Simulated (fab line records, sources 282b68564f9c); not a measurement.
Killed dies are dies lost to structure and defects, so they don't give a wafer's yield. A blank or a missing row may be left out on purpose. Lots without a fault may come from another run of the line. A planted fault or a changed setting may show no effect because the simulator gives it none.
Which tool did it? | flow rit_cmos | 14 lots, 42 wafers sampled, at 1 step of a route of 202

WHAT THE GAUGES READ, wafer by wafer
The record holds no reading of a measuring or inspecting step that can be judged against a usual standard deviation.

WHICH TOOL RAN EACH LOT (tool, then ch and the chambers of the sampled wafers, then the start)
lot  | RIT_SPACER_ETCHBACK_05
L706 | rie_diel-04 ch 1,2,3, day 3 04:07
L708 | rie_diel-04 ch 0,2,3, day 3 15:05
L709 | rie_diel-02 ch 1,3, day 3 17:00
L710 | rie_diel-02 ch 1,2, day 3 23:14
L711 | rie_diel-02 ch 0,3, day 4 03:36
L712 | rie_diel-04 ch 0,1,3, day 4 08:06
L714 | rie_diel-02 ch 0,2,3, day 4 20:57
L716 | rie_diel-02 ch 0,3, day 5 02:10
L717 | rie_diel-04 ch 0,3, day 5 07:01
L718 | rie_diel-02 ch 0,2,3, day 5 11:28
L719 | rie_diel-02 ch 0,1,3, day 5 20:34
L722 | rie_diel-02 ch 1,2,3, day 6 08:01
L726 | rie_diel-03 ch 0,2,3, day 7 03:37
L728 | rie_diel-03 ch 1,2,3, day 7 17:35
- RIT_SPACER_ETCHBACK_05: etches Si3N4 in SF6/CHF3, stops on SiO2, target depth 250 nm, time 240 s.

WHAT THE TOOLS THEMSELVES READ (means of the sampled wafers that have a number; where no wafer has one, the mark that the record gives instead)
RIT_SPACER_ETCHBACK_05.
lot  | tool        | drypump_motor_current_A (A) | oes_product_au (a.u.) | rf_fwd_power_W (W) | run_length_s (s) | throttle_valve_pct (%)
L706 | rie_diel-04 | 5.7                         | 0.843                 | 249.4              | 268.3            | 10.41
L708 | rie_diel-04 | 5.4                         | 0.845                 | 249.6              | 268.5            | 10.42
L709 | rie_diel-02 | 6.3                         | 0.845                 | 250.2              | 268.3            | 10.18
L710 | rie_diel-02 | 6.2                         | 0.847                 | 249.0              | 268.3            | 10.13
L711 | rie_diel-02 | 5.9                         | 0.841                 | 249.4              | 267.8            | 10.29
L712 | rie_diel-04 | 5.5                         | 0.837                 | 249.3              | 268.7            | 10.30
L714 | rie_diel-02 | 5.8                         | 0.845                 | 249.2              | 268.1            | 10.25
L716 | rie_diel-02 | 5.9                         | 0.846                 | 249.6              | 268.0            | 10.30
L717 | rie_diel-04 | 5.7                         | 0.833                 | 249.4              | 268.7            | 10.43
L718 | rie_diel-02 | 5.8                         | 0.842                 | 249.4              | 268.1            | 10.24
L719 | rie_diel-02 | 6.1                         | 0.663                 | 249.0              | 364.0            | 10.18
L722 | rie_diel-02 | 6.0                         | 0.672                 | 248.6              | 364.0            | 10.12
L726 | rie_diel-03 | 6.2                         | 0.850                 | 249.0              | 268.1            | 10.19
L728 | rie_diel-03 | 6.2                         | 0.837                 | 248.9              | 268.0            | 10.19

THE ANSWER, worked out from the rows above alone
Rule: what is usual is taken from the lots themselves. Put in order of their means at a reading, lots are off if they are a third of the lots or fewer, leave a main group of 4 or more, and stand apart from it by a gap of 3 or more times the standard deviation of the main group's means; of several such gaps the widest counts. A main group whose means are all the same, to the digits that the tables above print for the reading, isn't used. A lot without any number at a reading at which 4 lots or more have one is off too. The other lots that the step has rows for count as sound. The gauges are gone through in route order, then the tools' own readings, and for those a lot's mean is taken as printed above. The first step at which some lot is off is used, and at that step the reading that is off furthest; a lot without a number counts as furthest.
Off: L719, L722, at RIT_SPACER_ETCHBACK_05 (run_length_s). The main group: mean 268.2 s, standard deviation 0.27.
A tool fits if, at that step or a process step before it, it ran every lot that is off, and no sound lot after the first of them. One fits: rie_diel-02 at RIT_SPACER_ETCHBACK_05. Its last sound lot is L718 (day 5 11:28), its first lot that is off L719 (day 5 20:34): a fault that began between those two fits.
The tool's own readings at RIT_SPACER_ETCHBACK_05 bear it out: on the lots that are off they differ by more than 5 times the standard deviation of the sound lots' means. oes_product_au reads 0.667 a.u. there against 0.843 a.u. on the sound lots; run_length_s reads 364.0 s there against 268.2 s on the sound lots.

WHAT THE SIMULATOR HAD PUT IN
Process parameter drift: rie_diel-02, from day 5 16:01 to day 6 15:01, at RIT_SPACER_ETCHBACK_05. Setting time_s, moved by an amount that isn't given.
Lots struck among those shown: L719, L722. The rule above found the same.
